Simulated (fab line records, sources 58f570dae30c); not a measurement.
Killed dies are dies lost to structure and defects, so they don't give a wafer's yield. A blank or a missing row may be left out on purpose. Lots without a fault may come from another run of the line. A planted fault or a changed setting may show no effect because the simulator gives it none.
fab line records | flow berkeley_cmos170
record lots=7 wafers=21 last_day=12
route steps=331 shown ACTIVE@70 PFIELD@79
lots that met no fault: from a run of the same line without faults
start_h: hours from the record's first day to the start of the lot's first wafer shown | wait_h: hours since the lot's step before | " the same as in the row above | L1.1+2: a row that stands for several wafers | - no value, or no start given | * or withheld: withheld | < > ~ a bound
route shown NAME@n: a module of which the file shows steps, and the number in the route of the first | usual: mean/standard deviation of fault-free wafers | same: alike in all rows | chamber/n: place in a boat | sites: the reading at each site | _std_site: their standard deviation | _edge_site: outer sites' mean less inner sites' | radius_mm: how far each site lies from the wafer's centre | mask NAME#n: copy n | behind: the tool/chamber that last shaped the wafer | hold: why the lot was held/for how many hours/how that ended | device: the transistor (n, p or np) that didn't switch | end of line: the same wafers' tests at the end of the route | a step without rows: its recipe alone | killed: dies lost to structure and defects at the first sort, not the wafer's yield | map: a wafer's dies, x killed, . not, _ none there
set.NAME: the setting as run; set.NAME@STEP: as run at that earlier step | model.NAME: the simulator's own value behind a step, which no gauge read
lots at some steps of the route; a table a step, a row a wafer
services: from which hour (start_h, from the record's first day; less than 0 if before it) a tool's chamber was out of use, for how many hours, and why
## steps
# step UCB170_ACTIVE_EXPOSE_10
# recipe mask_id=ACTIVE target_cd_nm=1200 na=0.5 sigma_outer=0.6 source_shape=conventional dose_mj=20
# step UCB170_ACTIVE_PEB_11
# recipe peb_temp_c=130 peb_time_s=withheld resist=KrF
# step UCB170_ACTIVE_DEVELOP_12
# recipe developer=TMAH develop_time_s=45 resist=KrF dev_temp_c=21
# step UCB170_ACTIVE_CD_MEAS_13
# recipe target_cd_nm=1200
# usual cd_nm=1200.0/1.5
# columns lot.wafer tool chamber start_h wait_h cd_nm
L328.3 cd_sem-02 - 88.64 - 1201.4
L328.5 " - " " 1201.0
L328.6 " - " " 1200.2
L336.1 cd_sem-01 - 136.71 - 1201.6
L336.3 " - " " 1203.3
L336.6 " - " " 1201.4
L337.1 cd_sem-01 - 136.95 - 1201.3
L337.3 " - " " 1202.3
L337.4 " - " " 1200.7
L335.2 cd_sem-02 - 137.21 - 1197.3
L335.4 " - " " 1198.0
L335.6 " - " " 1198.1
L340.4 cd_sem-02 - 158.23 - 1200.2
L340.5 " - " " 1200.8
L340.6 " - " " 1199.1
L345.1 cd_sem-01 - 183.47 - 1202.1
L345.2 " - " " 1202.3
L345.4 " - " " 1203.1
L347.2 cd_sem-02 - 190.13 - 1198.8
L347.5 " - " " 1198.8
L347.6 " - " " 1198.8
# step UCB170_ACTIVE_OVL_MEAS_14
# usual ACTIVE_OVL=-2/4.7
# columns lot.wafer tool chamber start_h wait_h ACTIVE_OVL[nm]
L328.3 overlay-01 - 88.73 0.1 -3
L328.5 " - " " 0
L328.6 " - " " -3
L336.1 overlay-01 - 136.83 0.1 -8
L336.3 " - " " -7
L336.6 " - " " -2
L337.1 overlay-02 - 137.07 0.1 -8
L337.3 " - " " -4
L337.4 " - " " 1
L335.2 overlay-01 - 137.32 0.1 -4
L335.4 " - " " -5
L335.6 " - " " -6
L340.4 overlay-02 - 158.31 0.1 7
L340.5 " - " " 3
L340.6 " - " " -1
L345.1 overlay-01 - 183.59 0.1 0
L345.2 " - " " 0
L345.4 " - " " -4
L347.2 overlay-01 - 190.24 0.1 4
L347.5 " - " " 2
L347.6 " - " " 4
# step UCB170_ACTIVE_ETCH_15
# recipe chemistry=CH3F/Ar/O2 target=Si3N4 stop_on=SiO2 CH3F_flow_sccm=20 Ar_flow_sccm=50 O2_flow_sccm=7 pressure_mtorr=50 rf_w=450 target_depth_a=2420 over_etch_frac=0.1 time_s=151
# usual CH3F_flow_sccm=20.01/0.06 chamber_pressure_mTorr=50.00/0.046 drypump_motor_current_A=5.7/0.47 oes_product_au=0.940/0.016 throttle_valve_pct=8.02/0.12
# columns lot.wafer tool chamber start_h wait_h CH3F_flow_sccm chamber_pressure_mTorr drypump_motor_current_A oes_product_au rf_hours_counter_h throttle_valve_pct
L328.3 rie_diel-04 3 88.76 0.0 20.03 49.96 5.5 0.936 15 7.98
L328.5 " 0 " " 20.03 49.98 5.4 0.915 - 8.13
L328.6 " 3 " " 19.91 49.96 5.5 0.949 - 7.96
L336.1 rie_diel-04 3 136.87 0.0 20.03 50.08 5.5 0.941 18 7.98
L336.3 " 1 " " 19.95 49.96 6.3 0.929 1 8.02
L336.6 " 0 " " 19.97 49.98 5.4 0.912 - 8.15
L337.1 rie_diel-01 0 137.11 0.0 19.95 50.01 6.3 0.962 136 7.97
L337.3 " 2 " " 19.94 49.96 5.4 0.963 107 8.00
L337.4 " 1 " " 19.88 49.98 6.1 0.931 0 7.82
L335.2 rie_diel-02 0 137.35 0.0 20.04 50.04 4.7 0.937 4 7.96
L335.4 " 2 " " 19.98 50.04 5.2 0.961 150 7.88
L335.6 " 0 " " 19.92 50.06 4.7 0.942 - 7.96
L340.4 rie_diel-01 2 158.32 0.0 19.92 49.93 5.4 0.948 108 8.01
L340.5 " 3 " " 19.97 49.93 6.2 0.940 - 7.90
L340.6 " 0 " " 19.95 50.00 6.3 0.948 - 7.95
L345.1 rie_diel-04 2 183.63 0.0 20.08 49.96 5.8 0.950 19 8.27
L345.2 " 3 " " 20.01 50.09 5.5 0.930 20 7.98
L345.4 " 0 " " 19.95 49.94 5.4 0.905 31 8.15
L347.2 rie_diel-04 3 190.27 0.0 20.06 49.91 5.5 0.947 20 8.00
L347.5 " 1 " " 19.96 49.97 6.3 0.929 - 8.02
L347.6 " 0 " " 19.91 49.97 5.4 0.920 - 8.15
# step UCB170_ACTIVE_STRIP_16
# recipe chemistry=O2 power_w=400 pressure_mtorr=3500 platen_temp_c=withheld o2_flow_sccm=400 overash_fraction=0.5
# usual chamber_pressure_mTorr=3500/3.3 drypump_motor_current_A=5.9/0.35 oes_product_au=0.721/0.0046 strip_time_to_endpoint_s=18.09/0.08
# columns lot.wafer tool chamber start_h wait_h chamber_pressure_mTorr drypump_motor_current_A oes_product_au rf_hours_counter_h strip_time_to_endpoint_s
L328.3 plasma_asher-01 1 88.89 0.1 3502 6.3 0.726 - 18.09
L328.5 " 1 " " 3501 6.3 0.723 - 18.04
L328.6 " 0 " " 3504 6.1 0.725 - 17.99
L336.1 plasma_asher-01 1 136.97 0.1 3504 6.3 0.725 45 18.24
L336.3 " 0 " " 3503 6.1 0.725 - 18.24
L336.6 " 1 " " 3504 6.3 0.725 - 18.21
L337.1 plasma_asher-03 0 137.21 0.1 3499 6.3 0.717 2 18.13
L337.3 " 0 " " 3497 6.3 0.716 - 18.00
L337.4 " 1 " " 3498 5.5 0.723 - 18.04
L335.2 plasma_asher-02 0 137.45 0.1 3499 5.8 0.728 33 18.02
L335.4 " 0 " " 3500 5.8 0.719 - 18.18
L335.6 " 1 " " 3498 5.4 0.716 - 18.02
L340.4 plasma_asher-02 1 158.46 0.1 3504 5.5 0.731 - 18.03
L340.5 " 1 " " 3495 5.4 0.718 - 18.12
L340.6 " 0 " " 3501 5.8 0.718 - 18.17
L345.1 plasma_asher-02 0 183.73 0.1 3499 5.8 0.732 37 18.16
L345.2 " 1 " " 3497 5.5 0.723 37 18.13
L345.4 " 1 " " 3502 5.5 0.720 - 18.12
L347.2 plasma_asher-03 0 190.37 0.1 3493 6.2 0.717 7 18.02
L347.5 " 1 " " 3499 5.5 0.716 - 18.07
L347.6 " 0 " " 3504 6.3 0.719 - 17.94
# step UCB170_ACTIVE_CD_MEAS_90
# recipe target_cd_nm=1200
# usual cd_nm=1200.1/1.6
# columns lot.wafer tool chamber start_h wait_h cd_nm
L328.3 cd_sem-02 - 89.00 0.1 1201.3
L328.5 " - " " 1200.8
L328.6 " - " " 1200.9
L336.1 cd_sem-01 - 137.07 0.1 1201.5
L336.3 " - " " 1203.4
L336.6 " - " " 1201.1
L337.1 cd_sem-01 - 137.31 0.1 1201.6
L337.3 " - " " 1202.1
L337.4 " - " " 1200.9
L335.2 cd_sem-02 - 137.57 0.1 1197.2
L335.4 " - " " 1198.2
L335.6 " - " " 1198.4
L340.4 cd_sem-02 - 158.59 0.1 1199.8
L340.5 " - " " 1200.5
L340.6 " - " " 1199.6
L345.1 cd_sem-02 - 183.83 0.1 1202.6
L345.2 " - " " 1202.4
L345.4 " - " " 1203.4
L347.2 cd_sem-02 - 190.49 0.1 1198.5
L347.5 " - " " 1198.7
L347.6 " - " " 1198.7
# step UCB170_ACTIVE_CLEAN_17
# recipe chemistry=SPM temp_c=120 time_s=600
# step UCB170_PFIELD_HMDS_00
# recipe prime_time_s=60 prime_temp_c=100
# step UCB170_PFIELD_COAT_01
# recipe resist=KrF spin_rpm=1500 resist_thk_nm=900
# step UCB170_PFIELD_SOFTBAKE_02
# recipe resist=KrF temp_c=130 time_s=60
# step UCB170_PFIELD_EXPOSE_03
# recipe mask_id=PFIELD na=0.5 sigma_outer=0.6 source_shape=conventional target_cd_nm=1500 dose_mj=30
# usual exposure_dose_mJ_cm2=29.999/0.027 focus_offset_nm=0.0/0.59 reticle_temp_C=23.02/0.11
# columns lot.wafer tool chamber start_h wait_h mask exposure_dose_mJ_cm2 focus_offset_nm reticle_temp_C
L328.3 krf_scanner-02 0 89.74 0.1 PFIELD#0 30.014 -0.9 22.91
L328.5 " 0 " " PFIELD#0 29.962 0.1 22.92
L328.6 " 0 " " PFIELD#0 29.999 0.3 22.95
L336.1 krf_scanner-01 - 137.96 0.2 PFIELD#0 - - -
L336.3 " - " " PFIELD#0 - - -
L336.6 " - " " PFIELD#0 - - -
L337.1 krf_scanner-01 - 138.07 0.1 PFIELD#0 - - -
L337.3 " - " " PFIELD#0 - - -
L337.4 " - " " PFIELD#0 - - -
L335.2 krf_scanner-02 - 138.45 0.2 PFIELD#0 - - -
L335.4 " - " " PFIELD#0 - - -
L335.6 " - " " PFIELD#0 - - -
L340.4 krf_scanner-01 0 159.78 0.3 PFIELD#0 30.044 0.6 23.02
L340.5 " 0 " " PFIELD#0 30.043 0.5 22.96
L340.6 " 0 " " PFIELD#0 30.049 0.4 22.93
L345.1 krf_scanner-02 0 186.81 0.1 PFIELD#0 29.967 1.1 22.97
L345.2 " 0 " " PFIELD#0 30.028 0.2 23.02
L345.4 " 0 " " PFIELD#0 30.040 1.0 23.06
L347.2 krf_scanner-01 0 193.39 0.2 PFIELD#0 29.966 0.6 22.92
L347.5 " 0 " " PFIELD#0 30.006 0.3 22.96
L347.6 " 0 " " PFIELD#0 29.973 1.6 23.03
# step UCB170_PFIELD_PEB_04
# recipe peb_temp_c=130 peb_time_s=withheld resist=KrF
## services
# columns tool chamber start_h hours kind
plasma_asher-02 - 67.20 1.6 repair
krf_scanner-01 - 71.51 0.1 repair
rie_diel-04 1 88.25 - clean
rie_diel-04 1 88.25 21.1 scheduled_down
rie_diel-04 1 88.25 21.1 vent_cycle
rie_diel-04 3 94.73 2.5 repair
rie_diel-01 - 96.86 14.6 pm
krf_scanner-02 0 98.58 - calibration
krf_scanner-01 - 101.39 1.0 pm
plasma_asher-03 - 108.75 9.0 pm
rie_diel-02 3 111.54 5.4 repair
rie_diel-01 - 112.93 2.9 repair
plasma_asher-02 - 113.90 3.8 repair
rie_diel-01 - 118.62 0.6 repair
krf_scanner-01 - 122.71 1.0 repair
rie_diel-04 1 136.93 12.5 repair
krf_scanner-01 - 150.77 0.8 pm
krf_scanner-01 0 154.28 - calibration
krf_scanner-02 - 169.68 0.8 pm
krf_scanner-01 - 171.29 1.3 pm
krf_scanner-02 - 172.59 1.3 pm
krf_scanner-01 - 180.08 0.2 repair
krf_scanner-01 - 186.65 0.7 repair
krf_scanner-02 - 187.32 1.0 pm
## key
first_sign step=UCB170_PFIELD_EXPOSE_03 reading=tool_record direction=missing
effect none on later readings
met_at UCB170_PFIELD_EXPOSE_03
struck_wafers L335.2,L335.4,L335.6,L336.1,L336.3,L336.6,L337.1,L337.3,L337.4
sort_left_out L335.2,L335.4,L335.6,L336.1,L336.3,L336.6,L337.1,L337.3,L337.4
tester_left_out L335,L336,L337
onset_between 89.74 137.96
fault kind=skipped_step_whole tool=krf_scanner-01,krf_scanner-02 chamber=- onset_h=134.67 steps=UCB170_PFIELD_EXPOSE_03 scope=struck_lots_only
# tester_left_out: of these lots the tester's yield and bins aren't shown, on N5 and GAA mostly nor the transistor test; their killed dies are dies lost to structure and defects alone, not to doping, threshold or leakage, so they don't give the yield
# sort_left_out: the simulated sort isn't trusted on such a fault, so these wafers' sort isn't shown, and their yield isn't known
